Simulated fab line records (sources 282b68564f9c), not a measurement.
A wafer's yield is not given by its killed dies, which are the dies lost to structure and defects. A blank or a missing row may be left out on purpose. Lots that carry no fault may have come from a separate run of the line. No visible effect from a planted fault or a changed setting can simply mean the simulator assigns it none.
Which tool did it? | flow ritCmos | route of 202 steps, sampled at 1 step: 7 lots, 21 wafers

== WHAT THE GAUGES READ, wafer by wafer ==
RIT_FOX1_THK_MEAS_01.
lot  | measured    | on           | FOX1_OXIDE_THK (nm)
L680 | day 2 05:27 | filmMetro-04 | 343 341 350
L682 | day 2 15:11 | filmMetro-04 | 363 358 361
L685 | day 3 05:14 | filmMetro-02 | 342 344 345
L689 | day 4 01:22 | filmMetro-02 | 347 357 351
L693 | day 4 20:46 | filmMetro-03 | 345 344 341
L695 | day 5 08:45 | filmMetro-04 | 347 355 355
L701 | day 6 13:30 | filmMetro-03 | 355 349 355

== WHAT TOOL EACH LOT RAN ON (gives the tool, then ch and the chambers of the sampled wafers, and finally the start) ==
The record shows no process step preceding these readings.

== THE ANSWER, worked out from the rows above alone ==
Rule: usual is defined by the lots themselves. Put in order of their means at a reading, lots are off if they are a third of the lots or fewer, leave a main group of 4 or more, and stand apart from it by a gap of 3 or more times the standard deviation of the main group's means; of several such gaps the widest counts. A main group is skipped when, at the precision printed for the reading in the tables above, its means are all equal. A lot without any number at a reading at which 4 lots or more have one is off too. All remaining lots with rows at the step are treated as sound.
No lot is off on any of the readings shown, so nothing can be concluded from this.

== WHAT HAD BEEN PUT IN BY THE SIMULATOR ==
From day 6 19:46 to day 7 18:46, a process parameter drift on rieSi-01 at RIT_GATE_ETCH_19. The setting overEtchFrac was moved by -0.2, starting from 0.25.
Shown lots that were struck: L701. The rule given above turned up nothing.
